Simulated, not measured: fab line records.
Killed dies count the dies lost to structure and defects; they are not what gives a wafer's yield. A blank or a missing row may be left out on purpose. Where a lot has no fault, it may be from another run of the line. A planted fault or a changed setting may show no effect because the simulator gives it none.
What tool caused it?    flow rit cmos    15 lots (45 wafers sampled), 1 step of a 202-step route

## WHAT EACH GAUGE READ, for each wafer
RIT_ACTIVE_THK_MEAS_02.
lot   measured     on             ACTIVE_OXIDE_THK (nm)
L170  day 1 13:17  film metro-04  44.8 45.1 44.0
L174  day 2 08:51  film metro-02  43.2 43.8 44.0
L176  day 2 19:09  film metro-01  43.6 42.8 43.5
L177  day 2 23:28  film metro-02  43.0 43.2 43.3
L178  day 3 05:45  film metro-01  43.9 43.1 43.6
L180  day 3 14:15  film metro-04  41.4 42.8 42.6
L183  day 4 07:17  film metro-02  42.8 43.1 42.6
L184  day 4 10:04  film metro-04  44.7 42.5 43.6
L185  day 4 17:28  film metro-01  43.7 42.4 43.3
L186  day 4 20:10  film metro-01  44.0 43.6 44.1
L187  day 5 01:58  film metro-02  44.7 44.9 44.2
L188  day 5 06:26  film metro-02  44.0 44.5 44.5
L189  day 5 11:03  film metro-04  42.9 44.0 43.5
L191  day 5 22:02  film metro-02  44.5 44.9 44.9
L193  day 6 07:04  film metro-04  46.1 46.1 46.1

## WHAT TOOL EACH LOT RAN ON (gives the tool, then ch and the chambers of the sampled wafers, and finally the start)
Before these readings, the record contains no process step.

## WHAT THE TOOLS THEMSELVES READ (means of the sampled wafers that have a number; where no wafer has one, the mark that the record gives instead)
The record holds no such reading with a usual standard deviation.

## THE ANSWER, worked out from the rows above alone
Rule: the usual values come from the lots themselves. Put in order of their means at a reading, lots are off if they are a third of the lots or fewer, leave a main group of 4 or more, and stand apart from it by a gap of 3 or more times the standard deviation of the main group's means; of several such gaps the widest counts. The tables above print the reading to a certain number of digits; a main group whose means all agree to those digits is not used. Also off: a lot with no number at a reading for which 4 or more lots have one. The other lots that the step has rows for count as sound. After the gauges, taken in route order, come the tools' own readings; for these a lot's mean is taken, as printed above. At the first step where some lot is off, the reading lying furthest off is the one used; lots without a number count as furthest.
No lot is off on any of the readings shown, so nothing can be concluded from this.

## WHAT THE SIMULATOR HAD INSERTED
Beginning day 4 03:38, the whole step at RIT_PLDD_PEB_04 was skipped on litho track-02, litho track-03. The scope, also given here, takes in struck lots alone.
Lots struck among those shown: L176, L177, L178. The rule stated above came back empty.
